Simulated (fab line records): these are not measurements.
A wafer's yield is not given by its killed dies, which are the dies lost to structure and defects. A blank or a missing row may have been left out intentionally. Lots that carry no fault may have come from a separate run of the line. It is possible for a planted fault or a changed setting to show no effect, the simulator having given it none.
The tool behind it: which one?	flow ritCmos	42 wafers from 14 lots sampled at 5 of the route's 202 steps

## WHAT THE GAUGES SHOWED, per wafer
RIT_GATE_THK_MEAS_09. Usual: for GATE_POLY_THK the level is 251 nm and the standard deviation is 3.
lot	measured	on	GATE_POLY_THK (nm)	flag
L994	day 3 01:20	filmMetro-03	247 249 250	
L995	day 3 08:38	filmMetro-01	254 254 254	
L999	day 4 07:02	filmMetro-03	255 252 251	
L100	day 4 08:57	filmMetro-02	249 249 248	
L101	day 4 21:23	filmMetro-01	247 249 252	
L102	day 4 23:01	filmMetro-02	248 249 250	
L103	day 4 23:39	filmMetro-03	255 255 253	
L106	day 5 19:15	filmMetro-03	253 254 257	
L107	day 5 22:47	filmMetro-02	254 255 253	
L109	day 6 05:49	filmMetro-01	246 248 247	
L110	day 6 12:41	filmMetro-02	250 250 250	
L113	day 7 02:49	filmMetro-01	252 252 252	
L115	day 7 08:08	filmMetro-01	254 255 255	
L114	day 18 18:28	filmMetro-02	247 248 250	

RIT_SPACER_THK_MEAS_04. Usual: for SPACER_NITRIDE_THK the level is 250.7 nm and the standard deviation is 2.6.
lot	measured	on	SPACER_NITRIDE_THK (nm)	flag
L994	day 3 15:55	filmMetro-03	246.9 245.8 245.9	
L995	day 3 22:00	filmMetro-04	251.1 254.4 253.1	
L999	day 4 17:05	filmMetro-02	249.0 251.0 249.1	
L100	day 4 20:13	filmMetro-02	253.7 255.9 254.1	
L101	day 5 10:53	filmMetro-04	252.1 252.9 253.8	
L102	day 5 11:18	filmMetro-02	251.0 253.4 250.4	
L103	day 5 12:49	filmMetro-02	253.3 253.5 255.2	
L106	day 6 06:29	filmMetro-03	253.2 255.1 252.1	
L107	day 6 09:20	filmMetro-03	251.5 251.0 249.2	
L109	day 6 17:42	filmMetro-04	249.1 249.3 248.7	
L110	day 6 22:43	filmMetro-04	251.3 251.3 251.1	
L113	day 7 13:01	filmMetro-03	251.1 253.3 251.3	
L115	day 7 18:30	filmMetro-04	248.5 249.8 249.4	
L114	day 19 06:17	filmMetro-03	256.4 254.1 256.7	

RIT_NSD_TW_MEAS_10. Usual: for NSD_TW the level is 3102 and the standard deviation is 16.
lot	measured	on	NSD_TW	flag
L994	day 3 17:29	filmMetro-04	3087 3096 3087	
L995	day 3 23:43	filmMetro-03	3090 3082 3091	
L999	day 4 18:47	filmMetro-03	3103 3110 3116	
L100	day 4 21:52	filmMetro-03	3104 3094 3104	
L101	day 5 12:27	filmMetro-03	3087 3100 3089	
L102	day 5 12:59	filmMetro-01	3141 3134 3139	
L103	day 5 14:31	filmMetro-01	3134 3131 3143	
L106	day 6 08:11	filmMetro-03	3093 3098 3089	
L107	day 6 11:01	filmMetro-04	30 30 30	OFF
L109	day 6 19:19	filmMetro-03	3095 3110 3087	
L110	day 7 00:25	filmMetro-03	30 30 30	OFF
L113	day 7 14:43	filmMetro-04	3094 3116 3115	
L115	day 7 20:04	filmMetro-04	3114 3102 3116	
L114	day 19 07:54	filmMetro-01	3079 3102 3093	

## TOOL THAT RAN EACH LOT (tool first, then ch and the chambers of the sampled wafers, then the start)
lot	RIT_NSD_DEVELOP_05	RIT_NSD_STRIP_09
L994	lithoTrack-01 ch 0, day 3 16:00	plasmaAsher-04 ch 1, day 3 17:18
L995	lithoTrack-04 ch 0, day 3 23:00	plasmaAsher-03 ch 0,1, day 3 23:33
L999	lithoTrack-04 ch 0, day 4 18:00	plasmaAsher-04 ch 0,1, day 4 18:37
L100	lithoTrack-01 ch 0, day 4 21:00	plasmaAsher-04 ch 0,1, day 4 21:41
L101	lithoTrack-02 ch 0, day 5 11:00	plasmaAsher-03 ch 0,1, day 5 12:16
L102	lithoTrack-02 ch 0, day 5 12:00	plasmaAsher-04 ch 0,1, day 5 12:51
L103	lithoTrack-04 ch 0, day 5 13:00	plasmaAsher-03 ch 0,1, day 5 14:22
L106	lithoTrack-04 ch 0, day 6 07:00	plasmaAsher-03 ch 0,1, day 6 08:00
L107	lithoTrack-01 ch 0, day 6 10:00	plasmaAsher-04 ch 0,1, day 6 10:50
L109	lithoTrack-04 ch 0, day 6 18:00	plasmaAsher-01 ch 0,1, day 6 19:08
L110	lithoTrack-01 ch 0, day 6 23:00	plasmaAsher-03 ch 0,1, day 7 00:14
L113	lithoTrack-02 ch 0, day 7 14:00	plasmaAsher-04 ch 0,1, day 7 14:32
L115	lithoTrack-02 ch 0, day 7 19:00	plasmaAsher-03 ch 0,1, day 7 19:53
L114	lithoTrack-04 ch 0, day 19 07:00	plasmaAsher-04 ch 0,1, day 19 07:43
- RIT_NSD_DEVELOP_05: develop time 50 s.
- RIT_NSD_STRIP_09: strips in O2, time 180 s.

## AS READ BY THE TOOLS THEMSELVES (means over the sampled wafers that have a number; for cases with no such wafer, the mark the record gives instead)
RIT_NSD_STRIP_09. Usual: drypumpMotorCurrentA 6.3 A, standard deviation 0.31.
lot	tool	drypumpMotorCurrentA (A)	flag
L994	plasmaAsher-04	6.2	
L995	plasmaAsher-03	6.5	
L999	plasmaAsher-04	6.1	
L100	plasmaAsher-04	6.1	
L101	plasmaAsher-03	6.5	
L102	plasmaAsher-04	6.1	
L103	plasmaAsher-03	6.4	
L106	plasmaAsher-03	6.6	
L107	plasmaAsher-04	6.1	
L109	plasmaAsher-01	6.1	
L110	plasmaAsher-03	6.6	
L113	plasmaAsher-04	6.1	
L115	plasmaAsher-03	6.6	
L114	plasmaAsher-04	6.1	

## THE ANSWER, worked out from the rows above alone
Rule: a lot is off if the mean of its wafers that have a number lies more than 3 standard deviations from the usual mean. A lot without any number at a reading at which 4 lots or more have one is off too. Any other lot the step has rows for is counted as sound. Order of review: gauges by route order, followed by the tools' own readings, for which a lot's mean as printed above is used. The first step at which some lot is off is used, and at that step the reading that is off furthest; a lot without a number counts as furthest.
Off: L107, L110, seen at RIT_NSD_TW_MEAS_10 (NSD_TW).
If a tool, at a process step before that reading, ran all the lots that are off and no sound lot after the first of them, it fits. Gauges at RIT_NSD_TW_MEAS_10: tried the same way as those tools. One fits: lithoTrack-01 at RIT_NSD_DEVELOP_05. Its last sound lot is L100 (day 4 21:00), its first lot that is off L107 (day 6 10:00): a fault that began between those two fits.

## WHAT HAD BEEN PUT IN BY THE SIMULATOR
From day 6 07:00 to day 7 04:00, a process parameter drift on lithoTrack-01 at RIT_NSD_DEVELOP_05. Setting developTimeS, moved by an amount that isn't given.
Shown lots that were struck: L107, L110. This agrees with what the rule above found.
